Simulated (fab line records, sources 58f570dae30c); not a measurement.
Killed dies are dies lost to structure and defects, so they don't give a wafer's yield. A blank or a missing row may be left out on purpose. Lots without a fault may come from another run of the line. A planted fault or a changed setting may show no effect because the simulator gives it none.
fab line records | flow berkeley_cmos170 | part 1 of 2: steps 1 to 27 of 38
record lots=5 wafers=15 last_day=11
route steps=331 shown NSD@190 BACKSIDE@199 SDANNEAL@204 PSD@206 PLDD@208 NLDD@209 SILICIDE@210 CONTACT@216
lots that met no fault: from a run of the same line without faults
start_h: hours from the record's first day to the start of the lot's first wafer shown | wait_h: hours since the lot's step before | " the same as in the row above | L1.1+2: a row that stands for several wafers | - no value, or no start given | * or withheld: withheld | < > ~ a bound
route shown NAME@n: a module of which the file shows steps, and the number in the route of the first | usual: mean/standard deviation of fault-free wafers | same: alike in all rows | chamber/n: place in a boat | sites: the reading at each site | _std_site: their standard deviation | _edge_site: outer sites' mean less inner sites' | radius_mm: how far each site lies from the wafer's centre | mask NAME#n: copy n | behind: the tool/chamber that last shaped the wafer | hold: why the lot was held/for how many hours/how that ended | device: the transistor (n, p or np) that didn't switch | end of line: the same wafers' tests at the end of the route | a step without rows: its recipe alone | killed: dies lost to structure and defects at the first sort, not the wafer's yield | map: a wafer's dies, x killed, . not, _ none there
set.NAME: the setting as run; set.NAME@STEP: as run at that earlier step | model.NAME: the simulator's own value behind a step, which no gauge read
lots at some steps of the route; a table a step, a row a wafer
services: from which hour (start_h, from the record's first day; less than 0 if before it) a tool's chamber was out of use, for how many hours, and why
## steps
# step UCB170_NSD_EXPOSE_03
# recipe mask_id=NSELECT_MOD na=0.5 sigma_outer=0.6 source_shape=conventional target_cd_nm=1200 dose_mj=30
# columns lot.wafer tool chamber start_h wait_h mask
L074.1+3+4 krf_scanner-02 0 161.92 0.1 NSELECT_MOD#0
L076.1+5+6 krf_scanner-02 0 179.26 0.4 NSELECT_MOD#0
L079.1+2+5 krf_scanner-02 0 188.61 0.2 NSELECT_MOD#0
L087.2+4+5 krf_scanner-01 0 222.34 0.6 NSELECT_MOD#0
L088.3+4+5 krf_scanner-02 0 244.68 0.2 NSELECT_MOD#0
# step UCB170_NSD_PEB_04
# recipe peb_temp_c=130 peb_time_s=withheld resist=KrF
# usual heater_power_total_W=56.80/0.048
# columns lot.wafer tool chamber start_h wait_h heater_power_total_W
L074.1 litho_track-02 0 162.17 0.2 56.85
L074.3 " 0 " " 56.80
L074.4 " 0 " " 56.82
L076.1 litho_track-04 0 179.38 0.1 56.80
L076.5 " 0 " " 56.80
L076.6 " 0 " " 56.84
L079.1 litho_track-01 0 189.42 0.8 56.81
L079.2 " 0 " " 56.72
L079.5 " 0 " " 56.73
L087.2 litho_track-02 0 222.58 0.2 56.87
L087.4 " 0 " " 56.75
L087.5 " 0 " " 56.88
L088.3 litho_track-02 0 245.54 0.8 56.83
L088.4 " 0 " " 56.84
L088.5 " 0 " " 56.69
# step UCB170_NSD_DEVELOP_05
# recipe developer=TMAH develop_time_s=45 resist=KrF dev_temp_c=21
# columns lot.wafer tool chamber start_h wait_h
L074.1+3+4 litho_track-02 0 - -
L076.1+5+6 litho_track-04 0 - -
L079.1+2+5 litho_track-01 0 - -
L087.2+4+5 litho_track-02 0 - -
L088.3+4+5 litho_track-02 0 - -
# step UCB170_NSD_CD_MEAS_06
# recipe target_cd_nm=1200
# usual cd_nm=1199.9/1.2
# columns lot.wafer tool chamber start_h wait_h cd_nm
L074.1 cd_sem-02 - 162.45 - 1200.1
L074.3 " - " " 1199.9
L074.4 " - " " 1199.2
L076.1 cd_sem-02 - 179.66 - 1200.6
L076.5 " - " " 1200.1
L076.6 " - " " 1200.3
L079.1 cd_sem-02 - 189.69 - 1198.6
L079.2 " - " " 1199.7
L079.5 " - " " 1198.6
L087.2 cd_sem-01 - 222.85 - 1201.5
L087.4 " - " " 1200.7
L087.5 " - " " 1200.8
L088.3 cd_sem-01 - 245.81 - 1198.5
L088.4 " - " " 1200.5
L088.5 " - " " 1199.3
# step UCB170_NSD_OVL_MEAS_07
# usual NSD_OVL=-6/5.7
# columns lot.wafer tool chamber start_h wait_h NSD_OVL[nm]
L074.1 overlay-02 - 162.57 0.1 -12
L074.3 " - " " -6
L074.4 " - " " -15
L076.1 overlay-01 - 179.78 0.1 -12
L076.5 " - " " -14
L076.6 " - " " -13
L079.1 overlay-02 - 189.81 0.1 -10
L079.2 " - " " -10
L079.5 " - " " 0
L087.2 overlay-01 - 222.96 0.1 -6
L087.4 " - " " -2
L087.5 " - " " -4
L088.3 overlay-01 - 245.90 0.1 -15
L088.4 " - " " -14
L088.5 " - " " -9
# step UCB170_NSD_IMPLANT_08
# recipe species=P dose_cm2=3e+15 energy_kev=39.68 tilt_deg=7
# columns lot.wafer tool chamber start_h wait_h
L074.1+3+4 implanter-04 0 162.60 0.0
L076.1+5+6 implanter-01 0 179.81 0.0
L079.1+2+5 implanter-04 0 189.85 0.0
L087.2+4+5 implanter-04 0 223.01 0.0
L088.3+4+5 implanter-03 0 245.97 0.1
# step UCB170_NSD_STRIP_09
# recipe chemistry=O2 power_w=400 pressure_mtorr=3500 platen_temp_c=withheld o2_flow_sccm=400 overash_fraction=0.5
# usual drypump_motor_current_A=5.8/0.55 oes_product_au=0.534/0.0044 strip_time_to_endpoint_s=35.67/0.073
# same overash_fraction=0.5
# columns lot.wafer tool chamber start_h wait_h drypump_motor_current_A oes_product_au rf_hours_counter_h strip_time_to_endpoint_s
L074.1 plasma_asher-04 0 162.75 0.1 5.2 0.530 40 35.64
L074.3 " 0 " " 5.2 0.540 - 35.76
L074.4 " 1 " " 5.0 0.538 - 35.72
L076.1 plasma_asher-01 0 179.96 0.1 6.2 0.529 39 35.69
L076.5 " 0 " " 6.2 0.541 - 35.73
L076.6 " 1 " " 6.0 0.534 - 35.73
L079.1 plasma_asher-02 0 190.00 0.1 6.7 0.527 8 35.75
L079.2 " 1 " " 5.8 0.537 8 35.72
L079.5 " 0 " " 6.7 0.529 - 35.69
L087.2 plasma_asher-02 0 223.14 0.1 6.7 0.542 11 35.60
L087.4 " 1 " " 5.8 0.537 - 35.64
L087.5 " 1 " " 5.8 0.537 - 35.62
L088.3 plasma_asher-04 1 246.11 0.1 5.1 0.549 - 35.55
L088.4 " 0 " " 5.2 0.535 - 35.58
L088.5 " 1 " " 5.1 0.533 - 35.68
# step UCB170_NSD_TW_MEAS_10
# usual NSD_TW=4168/38
# columns lot.wafer tool chamber start_h wait_h NSD_TW
L074.1 film_metro-02 - 162.85 0.1 4190
L074.3 " - " " 4184
L074.4 " - " " 4193
L076.1 film_metro-02 - 180.06 0.1 4197
L076.5 " - " " 4192
L076.6 " - " " 4206
L079.1 film_metro-04 - 190.10 0.1 4159
L079.2 " - " " 4169
L079.5 " - " " 4170
L087.2 film_metro-04 - 223.25 0.1 4165
L087.4 " - " " 4154
L087.5 " - " " 4168
L088.3 film_metro-02 - 246.19 0.1 4231
L088.4 " - " " 4211
L088.5 " - " " 4220
# step UCB170_NSD_CLEAN_11
# recipe chemistry=SPM temp_c=120 time_s=600
# columns lot.wafer tool chamber start_h wait_h
L074.1+3+4 wet_bench-03 0 162.91 0.1
L076.1+5+6 wet_bench-03 0 180.13 0.1
L079.1+2+5 wet_bench-03 2 190.16 0.1
L087.2+4+5 wet_bench-03 3 223.30 0.0
L088.3+4+5 wet_bench-02 2 246.25 0.0
# step UCB170_BACKSIDE_HMDS_00
# recipe prime_time_s=60 prime_temp_c=100
# usual prime_temp_c=100.02/0.13
# columns lot.wafer tool chamber start_h wait_h prime_temp_c
L074.1 litho_track-02 0 163.09 0.0 99.95
L074.3 " 0 " " 100.07
L074.4 " 0 " " 100.11
L076.1 litho_track-02 0 180.40 0.1 100.25
L076.5 " 0 " " 100.09
L076.6 " 0 " " 99.93
L079.1 litho_track-01 0 191.32 1.0 100.07
L079.2 " 0 " " 99.99
L079.5 " 0 " " 99.98
L087.2 litho_track-01 0 223.83 0.4 100.00
L087.4 " 0 " " 99.92
L087.5 " 0 " " 100.05
L088.3 litho_track-02 0 246.99 0.5 99.94
L088.4 " 0 " " 99.70
L088.5 " 0 " " 100.10
# step UCB170_BACKSIDE_COAT_01
# recipe resist=KrF spin_rpm=1500 resist_thk_nm=900
# columns lot.wafer tool chamber start_h wait_h
L074.1+3+4 litho_track-02 0 163.24 0.1
L076.1+5+6 litho_track-02 0 180.55 0.1
L079.1+2+5 litho_track-01 0 191.47 0.1
L087.2+4+5 litho_track-01 0 223.98 0.1
L088.3+4+5 litho_track-02 0 247.14 0.1
# step UCB170_BACKSIDE_SOFTBAKE_02
# recipe resist=KrF temp_c=130 time_s=60
# usual heater_power_total_W=56.80/0.045
# columns lot.wafer tool chamber start_h wait_h heater_power_total_W
L074.1 litho_track-02 0 163.39 0.1 56.70
L074.3 " 0 " " 56.86
L074.4 " 0 " " 56.80
L076.1 litho_track-02 0 180.70 0.1 56.83
L076.5 " 0 " " 56.81
L076.6 " 0 " " 56.81
L079.1 litho_track-01 0 191.62 0.1 56.73
L079.2 " 0 " " 56.72
L079.5 " 0 " " 56.76
L087.2 litho_track-01 0 224.13 0.1 56.84
L087.4 " 0 " " 56.77
L087.5 " 0 " " 56.79
L088.3 litho_track-02 0 247.29 0.1 56.82
L088.4 " 0 " " 56.78
L088.5 " 0 " " 56.80
# step UCB170_BACKSIDE_STRIP_03
# recipe chemistry=O2 power_w=400 pressure_mtorr=3500 platen_temp_c=withheld o2_flow_sccm=400 overash_fraction=0.5
# usual drypump_motor_current_A=5.9/0.59 oes_product_au=0.734/0.0046 strip_time_to_endpoint_s=21.96/0.062
# same overash_fraction=0.5
# columns lot.wafer tool chamber start_h wait_h drypump_motor_current_A oes_product_au rf_hours_counter_h strip_time_to_endpoint_s
L074.1 plasma_asher-02 0 163.54 0.1 6.7 0.737 5 21.84
L074.3 " 1 " " 5.7 0.738 - 21.88
L074.4 " 0 " " 6.7 0.726 - 21.84
L076.1 plasma_asher-01 1 180.85 0.1 6.0 0.732 39 21.95
L076.5 " 0 " " 6.2 0.733 - 21.96
L076.6 " 1 " " 6.0 0.729 - 21.96
L079.1 plasma_asher-01 0 191.77 0.1 6.2 0.733 40 21.99
L079.2 " 1 " " 6.0 0.737 40 21.95
L079.5 " 0 " " 6.2 0.730 - 21.89
L087.2 plasma_asher-01 0 224.26 0.1 6.2 0.729 44 21.97
L087.4 " 1 " " 6.0 0.737 - 21.96
L087.5 " 0 " " 6.2 0.730 - 21.96
L088.3 plasma_asher-01 1 247.43 0.1 6.0 0.739 - 21.88
L088.4 " 0 " " 6.2 0.729 - 21.85
L088.5 " 0 " " 6.2 0.725 - 21.83
# step UCB170_BACKSIDE_CLEAN_04
# recipe chemistry=SPM temp_c=120 time_s=600
# columns lot.wafer tool chamber start_h wait_h
L074.1+3+4 wet_bench-03 0 163.66 0.1
L076.1+5+6 wet_bench-03 1 181.03 0.1
L079.1+2+5 wet_bench-03 1 191.87 0.1
L087.2+4+5 wet_bench-03 2 224.36 0.1
L088.3+4+5 wet_bench-03 2 247.49 0.0
# step UCB170_SDANNEAL_RTA_00
# recipe temp_c=900 time_s=10 ambient=N2
# usual anneal_temp_c_max=903.4/1.6 chamber_o2_ppm=2.002/0.022 lamp_power_pct=21.7/2.8 wafer_temp_C_max=905.4/1
# columns lot.wafer tool chamber start_h wait_h anneal_temp_c_max chamber_o2_ppm lamp_power_pct wafer_temp_C_max
L074.1 rtp_anneal-02 0 163.83 0.0 904.9 2.018 25.3 905.8
L074.3 " 0 " " 907.3 1.974 25.3 905.9
L074.4 " 0 " " 907.1 1.995 25.2 904.2
L076.1 rtp_anneal-01 0 181.20 0.0 902.5 2.037 19.5 905.7
L076.5 " 0 " " 903.8 2.026 19.5 904.4
L076.6 " 0 " " 902.8 2.004 19.5 906.7
L079.1 rtp_anneal-02 0 192.04 0.0 904.6 1.984 25.3 907.2
L079.2 " 0 " " 906.7 2.022 25.2 906.9
L079.5 " 0 " " 903.7 1.971 25.2 905.6
L087.2 rtp_anneal-02 0 224.54 0.0 905.5 1.984 25.3 905.6
L087.4 " 0 " " 906.3 2.025 25.2 904.2
L087.5 " 0 " " 906.2 1.995 25.3 904.9
L088.3 rtp_anneal-02 0 247.71 0.0 905.5 2.004 25.3 904.1
L088.4 " 0 " " 905.1 1.983 25.2 905.1
L088.5 " 0 " " 904.3 1.961 25.3 904.8
# step UCB170_SDANNEAL_RTA_01
# recipe temp_c=1050 time_s=5 ambient=N2
# usual anneal_temp_c_max=1053.9/1.8 chamber_o2_ppm=1.997/0.022 lamp_power_pct=33/4.3 wafer_temp_C_max=1056.2/1
# columns lot.wafer tool chamber start_h wait_h anneal_temp_c_max chamber_o2_ppm lamp_power_pct wafer_temp_C_max
L074.1 rtp_anneal-02 0 163.90 0.1 1058.3 1.986 39 1056.7
L074.3 " 0 " " 1055.2 2.013 39 1058.2
L074.4 " 0 " " 1053.8 2.052 39 1055.9
L076.1 rtp_anneal-01 0 181.27 0.1 1052.7 2.020 30 1055.7
L076.5 " 0 " " 1052.8 2.020 30 1056.4
L076.6 " 0 " " 1053.5 2.016 30 1055.8
L079.1 rtp_anneal-02 0 192.11 0.1 1055.0 2.009 39 1058.2
L079.2 " 0 " " 1055.6 1.991 39 1056.0
L079.5 " 0 " " 1056.9 2.025 39 1055.0
L087.2 rtp_anneal-02 0 224.61 0.1 1056.7 2.018 39 1056.8
L087.4 " 0 " " 1056.4 2.049 39 1055.8
L087.5 " 0 " " 1055.0 2.003 39 1056.0
L088.3 rtp_anneal-02 0 247.77 0.1 1057.6 1.998 39 1056.6
L088.4 " 0 " " 1056.0 1.980 39 1057.1
L088.5 " 0 " " 1053.7 2.000 39 1057.3
# step UCB170_SDANNEAL_RS_MEAS_02
# recipe thk_meas_gauge=four-point-probe
# usual PSD_RS=75.44/0.27
# columns lot.wafer tool chamber start_h wait_h PSD_RS[ohm/sq]
L074.1 film_metro-01 - 163.96 0.0 75.37
L074.3 " - " " 75.07
L074.4 " - " " 75.33
L076.1 film_metro-04 - 181.33 0.0 75.37
L076.5 " - " " 75.11
L076.6 " - " " 75.62
L079.1 film_metro-01 - 192.17 0.1 75.46
L079.2 " - " " 75.46
L079.5 " - " " 75.53
L087.2 film_metro-04 - 224.68 0.1 75.78
L087.4 " - " " 75.35
L087.5 " - " " 75.69
L088.3 film_metro-04 - 247.85 0.1 75.96
L088.4 " - " " 75.49
L088.5 " - " " 75.56
# step UCB170_SDANNEAL_RS_MEAS_03
# recipe thk_meas_gauge=four-point-probe
# usual NSD_RS=37.33/0.079
# columns lot.wafer tool chamber start_h wait_h NSD_RS[ohm/sq]
L074.1 film_metro-01 - 164.08 0.1 37.34
L074.3 " - " " 37.21
L074.4 " - " " 37.30
L076.1 film_metro-04 - 181.45 0.1 37.37
L076.5 " - " " 37.40
L076.6 " - " " 37.35
L079.1 film_metro-01 - 192.29 0.1 37.16
L079.2 " - " " 37.17
L079.5 " - " " 37.24
L087.2 film_metro-04 - 224.80 0.1 37.30
L087.4 " - " " 37.33
L087.5 " - " " 37.37
L088.3 film_metro-04 - 247.97 0.1 37.44
L088.4 " - " " 37.52
L088.5 " - " " 37.39
# step UCB170_SDANNEAL_RS_MEAS_04
# recipe thk_meas_gauge=four-point-probe
# usual PLDD_RS=1010.7/2.5
# columns lot.wafer tool chamber start_h wait_h PLDD_RS[ohm/sq]
L074.1 film_metro-01 - 164.20 0.1 1011.3
L074.3 " - " " 1011.9
L074.4 " - " " 1014.5
L076.1 film_metro-04 - 181.57 0.1 1011.4
L076.5 " - " " 1011.7
L076.6 " - " " 1011.2
L079.1 film_metro-01 - 192.41 0.1 1006.9
L079.2 " - " " 1008.9
L079.5 " - " " 1008.5
L087.2 film_metro-04 - 224.92 0.1 1005.2
L087.4 " - " " 1010.9
L087.5 " - " " 1008.5
L088.3 film_metro-04 - 248.09 0.1 1006.9
L088.4 " - " " 1004.6
L088.5 " - " " 1006.4
# step UCB170_SDANNEAL_RS_MEAS_05
# recipe thk_meas_gauge=four-point-probe
# usual NLDD_RS=615.0/1.4
# columns lot.wafer tool chamber start_h wait_h NLDD_RS[ohm/sq]
L074.1 film_metro-01 - 164.32 0.1 615.3
L074.3 " - " " 614.8
L074.4 " - " " 614.7
L076.1 film_metro-04 - 181.69 0.1 615.4
L076.5 " - " " 614.1
L076.6 " - " " 613.4
L079.1 film_metro-01 - 192.53 0.1 615.0
L079.2 " - " " 615.2
L079.5 " - " " 615.1
L087.2 film_metro-04 - 225.04 0.1 613.5
L087.4 " - " " 614.7
L087.5 " - " " 615.3
L088.3 film_metro-04 - 248.21 0.1 616.2
L088.4 " - " " 613.3
L088.5 " - " " 612.7
# step UCB170_SILICIDE_PRE_CLEAN_00
# recipe gas=Ar preclean_etch_time_s=60
# columns lot.wafer tool chamber start_h wait_h
L074.1+3+4 pvd_sputter-01 - 164.44 0.1
L076.1+5+6 pvd_sputter-01 - 181.81 0.1
L079.1+2+5 pvd_sputter-03 - 192.65 0.1
L087.2+4+5 pvd_sputter-01 - 225.14 0.1
L088.3+4+5 pvd_sputter-01 - 248.29 0.1
# step UCB170_SILICIDE_SPUTTER_01
# recipe material=Ti target_thk_nm=30 time_s=25 power_w=1500 chamber_pressure_pa=0.5
# usual throttle_valve_pct=30.6/0.56
# columns lot.wafer tool chamber start_h wait_h throttle_valve_pct
L074.1 pvd_sputter-01 - 164.51 0.0 30.4
L074.3 " - " " 29.5
L074.4 " - " " 30.2
L076.1 pvd_sputter-01 - 181.87 0.0 29.7
L076.5 " - " " 29.5
L076.6 " - " " 30.5
L079.1 pvd_sputter-03 - 192.72 0.0 31.2
L079.2 " - " " 31.0
L079.5 " - " " 30.3
L087.2 pvd_sputter-01 - 225.20 0.0 29.5
L087.4 " - " " 30.4
L087.5 " - " " 29.5
L088.3 pvd_sputter-01 - 248.36 0.0 30.4
L088.4 " - " " 30.6
L088.5 " - " " 30.3
# step UCB170_SILICIDE_RS_MEAS_02
# recipe thk_meas_gauge=four-point-probe reads=Ti_of_SILICIDE_SPUTTER_01
# usual SILICIDE_TI_RS=26.14/0.21
# columns lot.wafer tool chamber start_h wait_h SILICIDE_TI_RS[ohm/sq]
L074.1 film_metro-02 - 164.54 0.0 26.32
L074.3 " - " " 26.10
L074.4 " - " " 25.86
L076.1 film_metro-03 - 181.90 0.0 26.28
L076.5 " - " " 26.14
L076.6 " - " " 26.00
L079.1 film_metro-03 - 192.75 0.0 26.18
L079.2 " - " " 26.34
L079.5 " - " " 26.03
L087.2 film_metro-03 - 225.25 0.0 26.10
L087.4 " - " " 26.27
L087.5 " - " " 26.22
L088.3 film_metro-03 - 248.43 0.1 26.51
L088.4 " - " " 26.19
L088.5 " - " " 26.20
# step UCB170_SILICIDE_THK_MEAS_03
# recipe thk_meas_gauge=xrf reads=Ti_of_SILICIDE_SPUTTER_01
# usual SILICIDE_TI_THK=30.09/0.24
# columns lot.wafer tool chamber start_h wait_h SILICIDE_TI_THK[nm]
L074.1 film_metro-02 - 164.66 0.1 30.12
L074.3 " - " " 30.02
L074.4 " - " " 30.50
L076.1 film_metro-03 - 182.02 0.1 29.90
L076.5 " - " " 29.88
L076.6 " - " " 29.99
L079.1 film_metro-03 - 192.87 0.1 30.09
L079.2 " - " " 29.88
L079.5 " - " " 30.29
L087.2 film_metro-03 - 225.36 0.1 30.16
L087.4 " - " " 30.02
L087.5 " - " " 30.01
L088.3 film_metro-03 - 248.53 0.1 29.58
L088.4 " - " " 29.97
L088.5 " - " " 29.96
# step UCB170_SILICIDE_RTA_04
# recipe temp_c=650 time_s=15 ambient=N2
# usual anneal_temp_c_max=653.1/1.2 chamber_o2_ppm=2.002/0.025 lamp_power_pct=9.9/1.2 wafer_temp_C_max=653.9/0.74
# columns lot.wafer tool chamber start_h wait_h anneal_temp_c_max chamber_o2_ppm lamp_power_pct wafer_temp_C_max
L074.1 rtp_anneal-02 0 164.72 0.1 653.5 1.952 10.8 654.2
L074.3 " 0 " " 654.2 2.034 10.8 653.9
L074.4 " 0 " " 654.2 2.021 10.8 655.7
L076.1 rtp_anneal-02 0 182.08 0.1 654.9 2.014 10.8 653.6
L076.5 " 0 " " 653.3 1.994 10.8 653.2
L076.6 " 0 " " 653.1 1.967 10.8 653.6
L079.1 rtp_anneal-01 0 192.93 0.1 652.4 1.992 8.4 653.2
L079.2 " 0 " " 651.4 1.953 8.4 654.2
L079.5 " 0 " " 651.6 2.028 8.4 654.4
L087.2 rtp_anneal-01 0 225.43 0.1 651.8 2.015 8.4 654.1
L087.4 " 0 " " 651.3 1.979 8.4 654.2
L087.5 " 0 " " 651.3 2.004 8.4 654.4
L088.3 rtp_anneal-01 0 248.59 0.1 652.2 2.003 8.4 652.3
L088.4 " 0 " " 652.2 1.946 8.4 653.7
L088.5 " 0 " " 651.3 1.998 8.4 652.7
# step UCB170_SILICIDE_WET_ETCH_05
# recipe chemistry=SPM time_s=45 temp_c=120 target=Ti
# columns lot.wafer tool chamber start_h wait_h
L074.1+3+4 wet_bench-01 1 166.92 2.2
L076.1+5+6 wet_bench-03 3 182.20 0.1
L079.1+2+5 wet_bench-03 1 193.26 0.3
L087.2+4+5 wet_bench-02 1 226.07 0.6
L088.3+4+5 wet_bench-02 0 248.64 0.0
# step UCB170_CONTACT_CLEAN_00
# recipe chemistry=SPM temp_c=120 time_s=600
# columns lot.wafer tool chamber start_h wait_h
L074.1+3+4 wet_bench-02 2 167.19 0.2
L076.1+5+6 wet_bench-03 1 182.22 0.0
L079.1+2+5 wet_bench-03 0 193.46 0.2
L087.2+4+5 wet_bench-02 3 226.30 0.2
L088.3+4+5 wet_bench-03 1 248.66 0.0
